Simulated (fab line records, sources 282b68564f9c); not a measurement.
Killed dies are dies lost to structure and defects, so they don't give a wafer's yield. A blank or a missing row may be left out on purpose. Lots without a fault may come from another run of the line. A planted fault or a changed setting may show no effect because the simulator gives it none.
fab line records | flow rit_cmos
record lots=5 wafers=15 last_day=7
route steps=202 shown GATE@83 M1@202
lots that met no fault: from a run of the same line without faults
start_h: hours from the record's first day to the start of the lot's first wafer shown | wait_h: hours since the lot's step before | " the same as in the row above | L1.1+2: a row that stands for several wafers | - no value, or no start given | * or withheld: withheld | < > ~ a bound
route shown NAME@n: a module of which the file shows steps, and the number in the route of the first | usual: mean/standard deviation of fault-free wafers | same: alike in all rows | chamber/n: place in a boat | sites: the reading at each site | _std_site: their standard deviation | _edge_site: outer sites' mean less inner sites' | radius_mm: how far each site lies from the wafer's centre | mask NAME#n: copy n | behind: the tool/chamber that last shaped the wafer | hold: why the lot was held/for how many hours/how that ended | device: the transistor (n, p or np) that didn't switch | end of line: the same wafers' tests at the end of the route | a step without rows: its recipe alone | killed: dies lost to structure and defects at the first sort, not the wafer's yield | map: a wafer's dies, x killed, . not, _ none there
set.NAME: the setting as run; set.NAME@STEP: as run at that earlier step | model.NAME: the simulator's own value behind a step, which no gauge read
lots at some steps of the route; a table a step, a row a wafer
services: from which hour (start_h, from the record's first day; less than 0 if before it) a tool's chamber was out of use, for how many hours, and why
## steps
# step RIT_GATE_THK_MEAS_07
# recipe reads=SiO2_of_GATE_OXIDATION_05
# usual GATE_OXIDE_THK=3.03/0.06
# columns lot.wafer tool chamber start_h wait_h GATE_OXIDE_THK[nm]
L351.2 film_metro-01 - 51.02 0.0 3.06
L351.5 " - " " 3.07
L351.6 " - " " 3.02
L357.1 film_metro-01 - 77.47 0.0 3.03
L357.5 " - " " 3.06
L357.6 " - " " 2.99
L361.4 film_metro-01 - 97.96 0.0 3.02
L361.5 " - " " 3.05
L361.6 " - " " 3.08
L364.3 film_metro-03 - 110.37 0.0 3.01
L364.5 " - " " 2.98
L364.6 " - " " 3.05
L368.1 film_metro-02 - 130.28 0.0 3.08
L368.2 " - " " 3.10
L368.5 " - " " 3.10
# step RIT_GATE_CVD_08
# recipe material=poly-Si target_thk_nm=250 temp_c=610 precursor=SiH4 time_s=2220 pressure_mtorr=300 sih4_flow_sccm=100
# step RIT_GATE_THK_MEAS_09
# recipe reads=poly-Si_of_GATE_CVD_08
# usual GATE_POLY_THK=251.2/2.5
# columns lot.wafer tool chamber start_h wait_h GATE_POLY_THK[nm]
L351.2 film_metro-01 - 52.70 0.0 249.4
L351.5 " - " " 248.5
L351.6 " - " " 249.6
L357.1 film_metro-02 - 79.41 0.0 249.9
L357.5 " - " " 249.0
L357.6 " - " " 249.2
L361.4 film_metro-03 - 99.64 0.0 248.4
L361.5 " - " " 248.9
L361.6 " - " " 249.5
L364.3 film_metro-03 - 112.05 0.0 251.1
L364.5 " - " " 252.2
L364.6 " - " " 248.7
L368.1 film_metro-03 - 131.95 0.0 253.3
L368.2 " - " " 250.0
L368.5 " - " " 253.3
# step RIT_GATE_HMDS_10
# recipe prime_time_s=60 prime_temp_c=140
# step RIT_GATE_COAT_11
# recipe resist=NOVOLAK spin_rpm=4250 resist_thk_nm=850
# step RIT_GATE_SOFTBAKE_12
# recipe resist=NOVOLAK temp_c=90 time_s=60
# step RIT_GATE_EXPOSE_13
# recipe mask_id=M6 na=0.6 source_shape=conventional sigma_outer=0.6 target_cd_nm=150 dose_mj=380
# step RIT_GATE_PEB_14
# recipe resist=NOVOLAK temp_c=withheld time_s=withheld
# step RIT_GATE_DEVELOP_15
# recipe resist=NOVOLAK develop_time_s=50 dev_temp_c=23
# step RIT_GATE_CD_MEAS_16
# recipe target_cd_nm=150
# usual cd_nm=150.5/2.8
# columns lot.wafer tool chamber start_h wait_h cd_nm
L351.2 cd_sem-02 - 53.62 - 147.0
L351.5 " - " " 145.9
L351.6 " - " " 147.7
L357.1 cd_sem-01 - 80.32 - 156.5
L357.5 " - " " 156.0
L357.6 " - " " 156.8
L361.4 cd_sem-01 - 100.71 - 146.4
L361.5 " - " " 147.7
L361.6 " - " " 149.5
L364.3 cd_sem-02 - 112.98 - 152.7
L364.5 " - " " 152.1
L364.6 " - " " 151.8
L368.1 cd_sem-01 - 132.99 - 148.1
L368.2 " - " " 151.8
L368.5 " - " " 150.0
# step RIT_GATE_OVL_MEAS_17
# usual GATE_OVL=-0.4/1.5
# columns lot.wafer tool chamber start_h wait_h GATE_OVL[nm]
L351.2 overlay-01 - 53.73 0.1 0.2
L351.5 " - " " -0.9
L351.6 " - " " 1.4
L357.1 overlay-02 - 80.44 0.1 0.6
L357.5 " - " " 1.1
L357.6 " - " " 1.9
L361.4 overlay-01 - 100.78 0.1 0.8
L361.5 " - " " 0.6
L361.6 " - " " 1.6
L364.3 overlay-02 - 113.07 0.1 0.6
L364.5 " - " " -0.1
L364.6 " - " " 0.5
L368.1 overlay-02 - 133.11 0.1 1.9
L368.2 " - " " 0.3
L368.5 " - " " -1.3
# step RIT_GATE_HARDBAKE_18
# recipe resist=NOVOLAK temp_c=140 time_s=60
# step RIT_GATE_ETCH_19
# recipe chemistry=SF6/CHF3/O2 time_s=165 SF6_flow_sccm=30 CHF3_flow_sccm=30 O2_flow_sccm=5 target=poly-Si pressure_mtorr=40 rf_w=160 target_depth_a=3125 over_etch_frac=0.25 stop_on=SiO2
# usual O2_flow_sccm=5.002/0.015 drypump_motor_current_A=5.8/0.34 oes_product_au=0.850/0.013 rf_fwd_power_W=159.3/0.49 throttle_valve_pct=10.25/0.13
# columns lot.wafer tool chamber start_h wait_h O2_flow_sccm drypump_motor_current_A oes_product_au rf_fwd_power_W rf_hours_counter_h throttle_valve_pct model.NOVOLAK_of_GATE_COAT_11.thk_nm
L351.2 rie_si-02 1 53.91 0.1 5.006 6.0 0.849 159.5 38 10.02 673.9
L351.5 " 0 " " 5.003 5.9 0.867 159.7 - 10.29 678.8
L351.6 " 3 " " 5.032 5.6 0.845 159.8 - 10.50 676.9
L357.1 rie_si-02 0 80.63 0.1 5.006 5.9 0.861 159.1 131 10.26 677.1
L357.5 " 0 " " 4.994 5.9 0.862 160.0 - 10.27 678
L357.6 " 3 " " 5.027 5.6 0.845 160.6 - 10.49 679.7
L361.4 rie_si-02 1 100.95 0.1 4.972 6.0 0.840 159.0 39 10.05 673.4
L361.5 " 0 " " 5.004 5.9 0.864 158.6 - 10.28 675.5
L361.6 " 3 " " 5.008 5.6 0.852 223.4 - 10.49 646.3
L364.3 rie_si-01 3 113.24 0.1 4.990 5.0 0.845 160.3 101 10.32 674.3
L364.5 " 1 " " 5.004 6.3 0.835 159.2 - 10.22 664.9
L364.6 " 0 " " 5.013 5.9 0.851 159.3 - 10.29 674.1
L368.1 rie_si-01 1 133.30 0.1 4.999 6.3 0.833 159.1 34 10.23 663.8
L368.2 " 3 " " 5.009 5.0 0.854 159.2 101 10.34 671.1
L368.5 " 0 " " 5.000 5.9 0.863 158.9 - 10.29 671.9
# step RIT_GATE_STRIP_20
# recipe chemistry=O2 time_s=180 resist=NOVOLAK platen_temp_c=withheld power_w=500 pressure_mtorr=4000 o2_flow_sccm=4000
# usual drypump_motor_current_A=5.4/0.57
# columns lot.wafer tool chamber start_h wait_h drypump_motor_current_A rf_hours_counter_h
L351.2 plasma_asher-03 0 54.02 0.1 5.7 41
L351.5 " 0 " " 5.7 -
L351.6 " 1 " " 5.5 -
L357.1 plasma_asher-01 0 80.74 0.1 4.7 43
L357.5 " 1 " " 6.0 -
L357.6 " 0 " " 4.7 -
L361.4 plasma_asher-01 1 101.12 0.1 6.0 -
L361.5 " 1 " " 6.0 -
L361.6 " 0 " " 4.6 -
L364.3 plasma_asher-01 1 113.41 0.1 6.0 -
L364.5 " 1 " " 5.9 -
L364.6 " 0 " " 4.7 -
L368.1 plasma_asher-01 1 133.40 0.1 6.0 50
L368.2 " 0 " " 4.6 50
L368.5 " 1 " " 6.0 -
# step RIT_M1_PROBE_99
# usual killed_at_M0_to_M3=0.0/0.12 killed_at_contacts=0.1/0.34 killed_at_front_end=7.0/2.9 killed_dies=7.2/2.9 killed_open=3.6/1.9 killed_short=3.5/2.1
# same gross_dies=264 killed_at_M4_up=0 killed_at_back_side=0 killed_at_other=0
# columns lot.wafer tool chamber start_h wait_h killed_at_M0_to_M3 killed_at_contacts killed_at_front_end killed_dies killed_open killed_short model.etest.pmos_turned.r_on_ohm_um model.etest.pmos_0p3.r_on_ohm_um model.etest.pmos_0p15.r_on_ohm_um model.etest.pmos_0p15.drive_ua_um model.etest.pwell_pinched.rs_ohm_sq model.etest.pmos_turned.drive_ua_um model.etest.nwell_pinched.rs_ohm_sq model.etest.nmos_turned.drive_ua_um
L351.2 prober-02 - 73.83 0.1 0 0 12 12 5 7 3347 6357 2714 262.3 465.1 198 343.1 320.8
L351.5 prober-02 - 73.98 0.2 0 0 12 12 6 6 3266 6277 2636 269 460.4 203.2 338.1 332.2
L351.6 prober-02 - 74.03 0.2 0 0 9 9 7 2 3326 6289 2685 263.6 467 197.3 339.5 325.5
L357.1 prober-01 - 103.65 0.1 1 0 9 10 4 6 3690 6435 2987 233.5 462.1 173 339.5 312
L357.5 prober-01 - 103.85 0.2 0 0 5 5 4 1 3715 6442 3006 233.7 464.5 175.1 340.3 309
L357.6 prober-01 - 103.90 0.2 0 0 8 8 2 6 3723 6453 2992 234.3 457.4 171.7 339.3 312.7
L361.4 prober-01 - 124.36 0.2 0 0 9 9 7 2 3188 6109 2564 273.6 451.4 203.5 331.8 341.3
L361.5 prober-01 - 124.41 0.2 0 1 8 9 8 1 3265 6288 2664 266.9 464.5 201.7 341.3 339.9
L361.6 prober-01 - 124.46 0.2 0 0 3 3 0 3 2929 5960 2374 309.4 489.4 235.3 361.9 354.5
L364.3 prober-02 - 134.32 0.2 0 0 2 2 1 1 3594 6333 2887 246 464.2 180.6 337.2 313.1
L364.5 prober-02 - 134.42 0.2 0 0 10 10 7 3 3527 6278 2811 248.1 460.8 182.2 336 316.4
L364.6 prober-02 - 134.47 0.2 0 0 8 8 3 5 3536 6325 2846 247.2 463.7 182.3 338.2 316.2
L368.1 prober-02 - 156.02 0.1 0 0 4 4 1 3 3609 6513 2862 249 471.1 178.4 341.2 323.9
L368.2 prober-02 - 156.07 0.1 0 0 7 7 5 2 3585 6522 2885 239.6 455.7 177.8 330.4 321.9
L368.5 prober-02 - 156.22 0.2 0 1 4 5 3 1 3584 6532 2845 244.1 454.8 177.2 327.6 320
# killed by level:class
L351.2 GATE:geometric_particle:short=5 FOX2:geometric_particle:open=2 GATE:geometric_particle:open=2 REOX:geometric_particle:short=2 SILICIDE:geometric_particle:open=1
L351.5 GATE:geometric_particle:open=4 FOX1:geometric_particle:short=1 FOX2:geometric_particle:short=1 GATE:geometric_particle:short=1 REOX:geometric_particle:short=1 SILICIDE:geometric_particle:short=1 SPACER:geometric_particle:open=1 SPACER:geometric_particle:short=1
L351.6 SPACER:geometric_particle:open=3 GATE:geometric_particle:open=2 FOX1:geometric_particle:open=1 GATE:geometric_particle:short=1 REOX:geometric_particle:short=1 SILICIDE:geometric_particle:open=1
L357.1 GATE:geometric_particle:open=2 GATE:geometric_particle:short=2 SILICIDE:geometric_particle:short=2 REOX:geometric_particle:open=1 SPACER:geometric_particle:short=1 SILICIDE:geometric_particle:open=1 M1:geometric_particle:short=1
L357.5 GATE:geometric_particle:open=3 FOX2:geometric_particle:short=1 SPACER:geometric_particle:open=1
L357.6 GATE:geometric_particle:short=3 SPACER:geometric_particle:short=2 SILICIDE:geometric_particle:open=2 FOX1:geometric_particle:short=1
L361.4 GATE:geometric_particle:open=2 ACTIVE:geometric_particle:open=1 FOX1:geometric_particle:open=1 FOX1:geometric_particle:short=1 REOX:geometric_particle:short=1 REOX:geometric_particle:open=1 SPACER:geometric_particle:open=1 SILICIDE:geometric_particle:open=1
L361.5 SPACER:geometric_particle:open=3 FOX1:geometric_particle:open=2 GATE:geometric_particle:open=1 REOX:geometric_particle:short=1 SILICIDE:geometric_particle:open=1 CONTACT:geometric_particle:open=1
L361.6 GATE:geometric_particle:short=3
L364.3 SPACER:geometric_particle:open=1 SILICIDE:geometric_particle:short=1
L364.5 SPACER:geometric_particle:open=4 GATE:geometric_particle:open=3 GATE:geometric_particle:short=2 SPACER:geometric_particle:short=1
L364.6 GATE:geometric_particle:short=3 FOX2:geometric_particle:open=1 FOX2:geometric_particle:short=1 GATE:geometric_particle:open=1 SPACER:geometric_particle:short=1 SILICIDE:geometric_particle:open=1
L368.1 GATE:geometric_particle:short=1 GATE:geometric_particle:open=1 SPACER:geometric_particle:short=1 SILICIDE:geometric_particle:short=1
L368.2 SILICIDE:geometric_particle:open=2 FOX1:geometric_particle:open=1 GATE:geometric_particle:open=1 REOX:geometric_particle:open=1 REOX:geometric_particle:short=1 SPACER:geometric_particle:short=1
L368.5 FOX2:geometric_particle:open=1 SPACER:geometric_particle:open=1 SILICIDE:geometric_particle:short=1 CONTACT:geometric_particle:open=1 PRETRO:coat_microbubble_printed=1
## services
# columns tool chamber start_h hours kind
rie_si-01 1 93.98 13.3 repair
plasma_asher-03 - 107.97 28.1 pm
## key
first_sign step=RIT_GATE_ETCH_19 reading=rf_fwd_power_W direction=up sigmas=99+ usual=159.3 struck=223.4
effect none on later readings
model_effect step=RIT_GATE_ETCH_19 value=NOVOLAK_of_GATE_COAT_11.thk_nm without=676.7 struck=646.3
model_effect step=RIT_M1_PROBE_99 value=etest.pmos_turned.r_on_ohm_um without=3306 struck=2929
met_at RIT_GATE_ETCH_19
struck_wafers L361.6
tester_left_out L361
onset_between 80.63 100.95
fault kind=process_parameter_drift tool=rie_si-02 chamber=3 onset_h=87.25 steps=RIT_GATE_ETCH_19 channel=rf_w offset=64 shape=step end_h=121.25 stated=160
# tester_left_out: of these lots the tester's yield and bins aren't shown, on N5 and GAA mostly nor the transistor test; their killed dies are dies lost to structure and defects alone, not to doping, threshold or leakage, so they don't give the yield
